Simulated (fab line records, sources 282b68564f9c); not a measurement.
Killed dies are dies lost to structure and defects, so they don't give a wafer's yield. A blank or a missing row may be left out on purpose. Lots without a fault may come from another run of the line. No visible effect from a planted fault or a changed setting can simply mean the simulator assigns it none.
Comparing a struck lot with a sound one :: flow rit cmos :: 15 out of 202 route steps
Sound: wafers L582.1, L582.4, L582.5. Struck: wafers L596.2, L596.3, L596.4. The cause is given at the end.
Each step with rows lists, per side, the tool, then ch with its chambers, then its first start. Under that, the readings that differ: sound wafers :: struck wafers :: difference of the means :: sigmas: that difference in standard deviations of wafers without a fault.
alike: words and numbers the same on both sides, and readings whose means are apart by under 2 such deviations; not compared: readings that were withheld, readings missing a value for some wafer, numbers with overlapping values and no deviation given by the record, and bounds like >300 which may hide the same value.
A row with sigmas, a row that says differs or no value, or rows on one side alone: a step with any of these is where the two part. When numbers do not overlap yet have no deviation, they are printed without sigmas and do not part them. Lack of a reading on every wafer of one side parts them only where that side has two or more wafers.

first, 4 steps without rows for these wafers: RIT_PLDD_SOFTBAKE_02 (time 60 s); RIT_PLDD_EXPOSE_03 (exposes mask M8, target cd 40900 nm); RIT_PLDD_PEB_04; RIT_PLDD_DEVELOP_05 (develop time 50 s).
RIT_PLDD_OVL_MEAS_06:
  sound: overlay-01 at day 2 20:05; struck: overlay-02 at day 5 17:08
  alike: PLDD_OVL
then, 2 steps without rows for these wafers: RIT_PLDD_HARDBAKE_07 (time 60 s); RIT_PLDD_IMPLANT_08.
RIT_PLDD_STRIP_09: strips in O2, time 180 s.
  sound on plasma asher-03 ch 0,1, day 2 20:25; struck on plasma asher-04 ch 0,1, day 5 17:28
  alike: drypump motor current A
  not compared: rf hours counter h
RIT_PLDD_TW_MEAS_10:
  sound: film metro-02 at day 2 20:36; struck: film metro-03 at day 5 17:38
  alike: PLDD_TW
then, 3 steps without rows for these wafers: RIT_SPACER_CLEAN_00 (cleans in SC1, time 600 s); RIT_SPACER_CLEAN_01 (cleans in dHF, time 30 s); RIT_SPACER_CLEAN_02 (cleans in SC2, time 600 s).
RIT_SPACER_CVD_03: deposits Si3N4 from SiH2Cl2/NH3, target thk 250 nm, time 3300 s.
  sound on lpcvd-02 ch 0, day 2 21:02; struck on lpcvd-02 ch 0, day 5 18:04
reading: nh3 flow sccm (sccm)
sound: 149.9 150.1 149.8
struck: 224.7 225.0 225.0
difference: +75.0
sigmas: +99 or more

reading: model.Si3N4_of_SPACER_CVD_03.thk nm (nm)
sound: 249 248.4 247.9
struck: 339.3 338.2 339.1
difference: +90.4
sigmas: 
  alike: zone power load pct
RIT_SPACER_THK_MEAS_04:
  sound: film metro-02 at day 2 22:56; struck: film metro-02 at day 5 20:00
reading: SPACER_NITRIDE_THK (nm)
sound: 248.9 248.5 247.8
struck: 339.4 338.5 339.3
difference: +90.7
sigmas: +31
RIT_SPACER_ETCHBACK_05: etches Si3N4 in SF6/CHF3, stops on SiO2, target depth 250 nm, time 240 s.
  sound on rie diel-04 ch 0,1,3, day 2 23:00; struck on rie diel-01 ch 1,2,3, day 5 20:03
reading: oes product au (a.u.)
sound: 0.845 0.836 0.867
struck: 0.959 0.962 1.019
difference: +0.131
sigmas: +8

reading: model.Si3N4_of_SPACER_CVD_03.thk nm (nm)
sound: 196.5 195.9 195.5
struck: 268.3 267.8 264.6
difference: +70.9
sigmas: 

reading: model.etch.depth nm (nm)
sound: 249 248.4 247.9
struck: 302.7 300.9 317.6
difference: +58.6
sigmas: 
  alike: SF6_flow_sccm, drypump motor current A, rf fwd power W, throttle valve pct
  not compared: rf hours counter h

== WHERE THEY PART ==
At RIT_SPACER_CVD_03 first; at RIT_SPACER_ETCHBACK_05 last (within this record only).

WHY: what had been put in by the simulator
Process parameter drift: lpcvd-02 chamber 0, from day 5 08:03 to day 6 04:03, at RIT_SPACER_CVD_03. From 150, the setting nh3 flow sccm moved by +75. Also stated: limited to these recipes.
